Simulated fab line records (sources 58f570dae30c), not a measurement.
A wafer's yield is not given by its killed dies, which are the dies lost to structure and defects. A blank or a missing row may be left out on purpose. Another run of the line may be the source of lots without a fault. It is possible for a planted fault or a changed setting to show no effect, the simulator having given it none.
One fault through the eyes of 2 desks / flow berkeley-cmos170 / numbers are kept per desk, each desk with only its own; the story behind them comes last

## DESK OF THE TOOL OWNER: rie-diel-02
The tool's own readings at UCB170_NWELL_ETCH_13 (etches Si3N4 in CH3F/Ar/O2, stops on SiO2, target depth 246.4 nm, time 154 s): means of the sampled wafers that have a number, for each lot that ran on this tool. Marked OUT: a lot whose mean sits more than 4 standard deviations from the usual mean, which makes it out of limits; the brackets give that distance.
Columns: A = drypump-motor-current-A at UCB170_NWELL_ETCH_13, usual 5.7 A; B = oes-product-au at UCB170_NWELL_ETCH_13, usual 0.946 a.u.; C = throttle-valve-pct at UCB170_NWELL_ETCH_13, usual 8.00 %
lot=L454; first seen here=day 3 00:19; A=6.2; B=0.933; C=8.09
lot=L455; first seen here=day 3 07:39; A=5.7; B=0.961; C=7.95
lot=L461; first seen here=day 4 11:45; A=5.4; B=0.963; C=7.97
lot=L463; first seen here=day 5 01:40; A=5.7; B=0.940; C=7.95
lot=L466; first seen here=day 5 14:04; A=5.5; B=0.932; C=8.11
Result from this desk: across the 5 lots, nothing is out of limits.

## THE METROLOGY DESK
What the gauges read, lot by lot, whatever tool the lot ran on: means of the sampled wafers that have a number. Marked OUT: a lot whose mean sits more than 4 standard deviations from the usual mean, which makes it out of limits; the brackets give that distance.
Columns: A = NLDD_OVL at UCB170_NLDD_OVL_MEAS_07, usual 0 nm
lot=L452; first seen here=day 6 10:59; A=11
lot=L451; first seen here=day 6 11:40; A=-1
lot=L454; first seen here=day 6 21:37; A=-3
lot=L455; first seen here=day 7 15:44; A=-3
lot=L461; first seen here=day 8 04:54; A=5
lot=L456; first seen here=day 8 05:11; A=-7
lot=L459; first seen here=day 8 05:25; A=7
lot=L463; first seen here=day 9 03:25; A=-7
lot=L465; first seen here=day 10 00:47; A=-2
lot=L466; first seen here=day 10 01:11; A=-4
lot=L470; first seen here=day 10 18:47; A=5
lot=L471; first seen here=day 10 19:31; A=-8
lot=L473; first seen here=day 11 02:37; A=0
lot=L472; first seen here=day 11 03:14; A=8
Result from this desk: across the 14 lots, nothing is out of limits.

## BROUGHT TOGETHER
The tool owner's desk saw nothing out of limits.
Nothing out of limits was seen by the metrology desk.

## WHAT HAD BEEN PUT IN BY THE SIMULATOR
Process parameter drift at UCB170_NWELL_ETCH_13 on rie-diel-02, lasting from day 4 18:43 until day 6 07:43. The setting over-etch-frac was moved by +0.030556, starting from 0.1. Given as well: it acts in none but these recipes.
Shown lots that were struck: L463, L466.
